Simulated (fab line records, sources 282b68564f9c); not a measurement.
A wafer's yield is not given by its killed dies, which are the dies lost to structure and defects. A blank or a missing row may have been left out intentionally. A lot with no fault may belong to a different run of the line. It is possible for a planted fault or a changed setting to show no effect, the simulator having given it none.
A lot that was struck, set against a sound lot ; flow rit_cmos ; 29 steps out of a route of 202
Sound: the wafers L965.2, L965.3, L965.5. Struck: wafers L983.1, L983.2, L983.5. The cause comes at the end.
Each step with rows lists, per side, the tool, then ch with its chambers, then its first start. Under that, the readings that differ: sound wafers ; struck wafers ; difference of the means ; sigmas: that difference in standard deviations of wafers without a fault.
alike: readings whose means differ by less than 2 such deviations, and words and numbers that are the same on both sides. not compared: withheld readings, readings that some wafer has no value for, bounds like >300 that may hide the same value, and numbers for which the record gives no deviation and whose values overlap.
Wherever a step has rows on one side only, a row that says differs or no value, or a row with sigmas, the two part there. Non-overlapping numbers with no deviation appear without sigmas and do not part them. Lack of a reading on every wafer of one side parts them only where that side has two or more wafers.

RIT_FOX2_THK_MEAS_01:
  sound: film_metro-02 at day 2 12:17; struck: film_metro-03 at day 6 04:33
  alike: FOX2_OXIDE_THK
then, 2 steps without rows for these wafers: RIT_FOX2_CLEAN_02 (cleans in dHF, time 180 s); RIT_FOX2_WET_ETCH_03 (etches Si3N4 in H3PO4, target depth 195 nm, time 2700 s).
RIT_FOX2_THK_MEAS_90:
  sound: film_metro-02 at day 2 13:14; struck: film_metro-03 at day 6 05:39
  alike: FIELD_OXIDE_LEFT_1_THK
then, 6 steps without rows for these wafers: RIT_NWELL_HMDS_00 (prime time 60 s); RIT_NWELL_COAT_01 (resist thk 1300 nm); RIT_NWELL_SOFTBAKE_02 (time 60 s); RIT_NWELL_EXPOSE_03 (exposes mask M2, target cd 43900 nm); RIT_NWELL_PEB_04; RIT_NWELL_DEVELOP_05 (develop time 68 s).
RIT_NWELL_OVL_MEAS_06:
  sound: overlay-02 at day 2 14:10; struck: overlay-01 at day 6 06:37
  alike: NWELL_OVL
then, 1 step without rows for these wafers: RIT_NWELL_HARDBAKE_07 (time 120 s).
RIT_NWELL_IMPLANT_08:
  sound on implanter-04 ch 0, day 2 14:28; struck on implanter-04 ch 0, day 6 06:54
reading;sound;struck;difference;sigmas
dose_ions_cm2;4.997e+13 5.004e+13 5.004e+13;5.807e+13 5.797e+13 5.803e+13;+8.007e+12;+99 or more
faraday_current_uA;153 154 156;187 185 182;+30;+10
RIT_NWELL_STRIP_09: strips in O2, time 180 s.
  sound on plasma_asher-04 ch 0,1, day 2 14:35; struck on plasma_asher-01 ch 0,1, day 6 07:03
  alike: drypump_motor_current_A
  not compared: rf_hours_counter_h
RIT_NWELL_TW_MEAS_10:
  sound: film_metro-04 at day 2 14:47; struck: film_metro-03 at day 6 07:13
reading;sound;struck;difference;sigmas
NWELL_TW;2142 2129 2144;2277 2277 2276;+138;+9
then, 6 steps without rows for these wafers: RIT_PWELL_HMDS_00 (prime time 60 s); RIT_PWELL_COAT_01 (resist thk 1300 nm); RIT_PWELL_SOFTBAKE_02 (time 60 s); RIT_PWELL_EXPOSE_03 (exposes mask M3, target cd 43700 nm); RIT_PWELL_PEB_04; RIT_PWELL_DEVELOP_05 (develop time 68 s).
RIT_PWELL_OVL_MEAS_06:
  sound: overlay-02 at day 2 15:47; struck: overlay-01 at day 6 08:21
  alike: PWELL_OVL
then, 2 steps without rows for these wafers: RIT_PWELL_HARDBAKE_07 (time 120 s); RIT_PWELL_IMPLANT_08.
RIT_PWELL_STRIP_09: strips in O2, time 180 s.
  sound on plasma_asher-04 ch 0,1, day 2 16:13; struck on plasma_asher-03 ch 0,1, day 6 08:47
  alike: drypump_motor_current_A
  not compared: rf_hours_counter_h
RIT_PWELL_TW_MEAS_10:
  sound: film_metro-03 at day 2 16:24; struck: film_metro-04 at day 6 08:58
reading;sound;struck;difference;sigmas
PWELL_TW;960 961 961;936 935 943;-23;-3
then, 1 step without rows for these wafers: RIT_WELLDRIVE_ANNEAL_00 (time 14700 s).
RIT_WELLDRIVE_RS_MEAS_01: a four-point-probe measurement.
  sound: film_metro-04 at day 2 23:26; struck: film_metro-03 at day 6 14:48
reading;sound;struck;difference;sigmas
NWELL_RS (ohm/sq);274.6 275.6 275.4;251.6 251.8 252.5;-23.2;-25
RIT_WELLDRIVE_RS_MEAS_02: a four-point-probe measurement.
  sound: film_metro-04 at day 2 23:33; struck: film_metro-03 at day 6 14:55
  alike: PWELL_RS

WHERE THEY PART
Last at RIT_WELLDRIVE_RS_MEAS_01 as far as this record goes, first at RIT_NWELL_IMPLANT_08. Later steps at which nothing parts them and some readings are alike: RIT_WELLDRIVE_RS_MEAS_02.

WHY: what had been put in by the simulator
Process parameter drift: implanter-04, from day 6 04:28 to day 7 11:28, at RIT_NWELL_IMPLANT_08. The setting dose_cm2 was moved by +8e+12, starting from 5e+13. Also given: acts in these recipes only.
